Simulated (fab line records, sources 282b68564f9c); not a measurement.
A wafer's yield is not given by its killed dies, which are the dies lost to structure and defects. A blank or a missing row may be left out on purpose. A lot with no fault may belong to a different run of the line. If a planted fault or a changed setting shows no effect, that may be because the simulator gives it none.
Check for tools in common + flow ritCmos + 14 lots and 42 wafers in the sample

WHY THIS WAS OPENED
Of 14 lots, 2 have the reading GATE_POLY_THK flagged at RIT_GATE_THK_MEAS_09. Wafers without a fault read 256.2 nm, standard deviation 2.1.
Rule: a lot is flagged in two cases, either no wafer of it has a number, or all its wafers with numbers fall more than 4 standard deviations from that mean. All remaining lots are regarded as sound.

| lot  | measured    | on           | GATE_POLY_THK (nm), wafer by wafer | flag    |
|------|-------------|--------------|------------------------------------|---------|
| L944 | day 2 12:47 | filmMetro-03 | 256.8 256.1 256.3                  |         |
| L945 | day 2 17:48 | filmMetro-03 | 255.1 257.3 254.0                  |         |
| L946 | day 3 02:14 | filmMetro-03 | 507.7 506.0 504.2                  | FLAGGED |
| L950 | day 4 00:07 | filmMetro-01 | 514.2 513.7 511.8                  | FLAGGED |
| L954 | day 4 17:57 | filmMetro-03 | 259.0 257.1 258.4                  |         |
| L956 | day 5 03:18 | filmMetro-01 | 253.0 252.3 252.6                  |         |
| L957 | day 5 07:07 | filmMetro-03 | 254.8 255.7 258.4                  |         |
| L958 | day 5 12:07 | filmMetro-02 | 256.0 258.0 256.4                  |         |
| L959 | day 5 18:31 | filmMetro-02 | 257.6 258.5 259.5                  |         |
| L960 | day 5 20:58 | filmMetro-02 | 258.4 258.7 259.3                  |         |
| L961 | day 6 02:35 | filmMetro-03 | 254.5 256.9 258.5                  |         |
| L963 | day 6 14:46 | filmMetro-02 | 260.5 258.8 257.7                  |         |
| L964 | day 6 18:28 | filmMetro-03 | 261.1 261.5 260.3                  |         |
| L967 | day 7 12:52 | filmMetro-02 | 254.4 257.2 255.8                  |         |
Flagged lots average 509.6 nm: +253.4 nm relative to the usual, that is +99 or more standard deviations.

LOT BY LOT: THE TOOL USED
The record keeps 1 process step preceding the reading, out of 202 steps on the route. Every cell lists first the tool, next ch and the chambers used by the sampled wafers, and last the start.
| lot  | flag    | RIT_GATE_CVD_08                                           |
|------|---------|-----------------------------------------------------------|
| L944 |         | lpcvd-01 ch 0, day 2 11:10                                |
| L945 |         | lpcvd-02 ch 1, day 2 16:11                                |
| L946 | FLAGGED | lpcvd-02 ch 1, day 2 21:10 and lpcvd-01 ch 1, day 2 23:49 |
| L950 | FLAGGED | lpcvd-01 ch 1, day 3 20:43 and lpcvd-02 ch 1, day 3 22:30 |
| L954 |         | lpcvd-01 ch 1, day 4 16:20                                |
| L956 |         | lpcvd-02 ch 0, day 5 01:41                                |
| L957 |         | lpcvd-02 ch 0, day 5 04:41                                |
| L958 |         | lpcvd-02 ch 0, day 5 09:41                                |
| L959 |         | lpcvd-02 ch 0, day 5 16:53                                |
| L960 |         | lpcvd-02 ch 1, day 5 19:21                                |
| L961 |         | lpcvd-01 ch 0, day 6 00:58                                |
| L963 |         | lpcvd-01 ch 1, day 6 13:08                                |
| L964 |         | lpcvd-01 ch 0, day 6 16:50                                |
| L967 |         | lpcvd-02 ch 1, day 7 11:15                                |
What the steps here do:
- RIT_GATE_CVD_08: deposits poly-Si from SiH4, target thk 250 nm, time 2220 s.
- RIT_GATE_THK_MEAS_09

FLAGGED AGAINST TOTAL, ONE TOOL AT A TIME (gauges that did the reading follow at the end)
| step                 | tool         | lots run | flagged | share of the flagged lots | sound lots run after its first flagged lot |
|----------------------|--------------|----------|---------|---------------------------|--------------------------------------------|
| RIT_GATE_CVD_08      | lpcvd-01     | 7        | 2       | all                       | 4 (L954,L961,L963,L964)                    |
| RIT_GATE_CVD_08      | lpcvd-02     | 9        | 2       | all                       | 6 (L956,L957,L958,L959,L960,L967)          |
| RIT_GATE_THK_MEAS_09 | filmMetro-01 | 2        | 1       | some                      | 1 (L956)                                   |
| RIT_GATE_THK_MEAS_09 | filmMetro-02 | 5        | 0       | none                      | -                                          |
| RIT_GATE_THK_MEAS_09 | filmMetro-03 | 7        | 1       | some                      | 4 (L954,L957,L961,L964)                    |

WHAT THE TABLE PERMITS
Table rows that saw every flagged lot: 2, namely lpcvd-01 at RIT_GATE_CVD_08 and lpcvd-02 at RIT_GATE_CVD_08.
- lpcvd-01 at RIT_GATE_CVD_08: 2 of its 7 lots flagged. After the first flagged lot (L954, L961, L963, L964), sound lots still ran on it; a lasting fault on the whole tool would not permit that.
- lpcvd-02 at RIT_GATE_CVD_08: 2 of its 9 lots flagged. After the first flagged lot (L956, L957, L958, L959, L960, L967), sound lots still ran on it; a lasting fault on the whole tool would not permit that.
No row of the table ran every flagged lot and no sound lot after the first.

WHAT THE SIMULATOR PUT IN
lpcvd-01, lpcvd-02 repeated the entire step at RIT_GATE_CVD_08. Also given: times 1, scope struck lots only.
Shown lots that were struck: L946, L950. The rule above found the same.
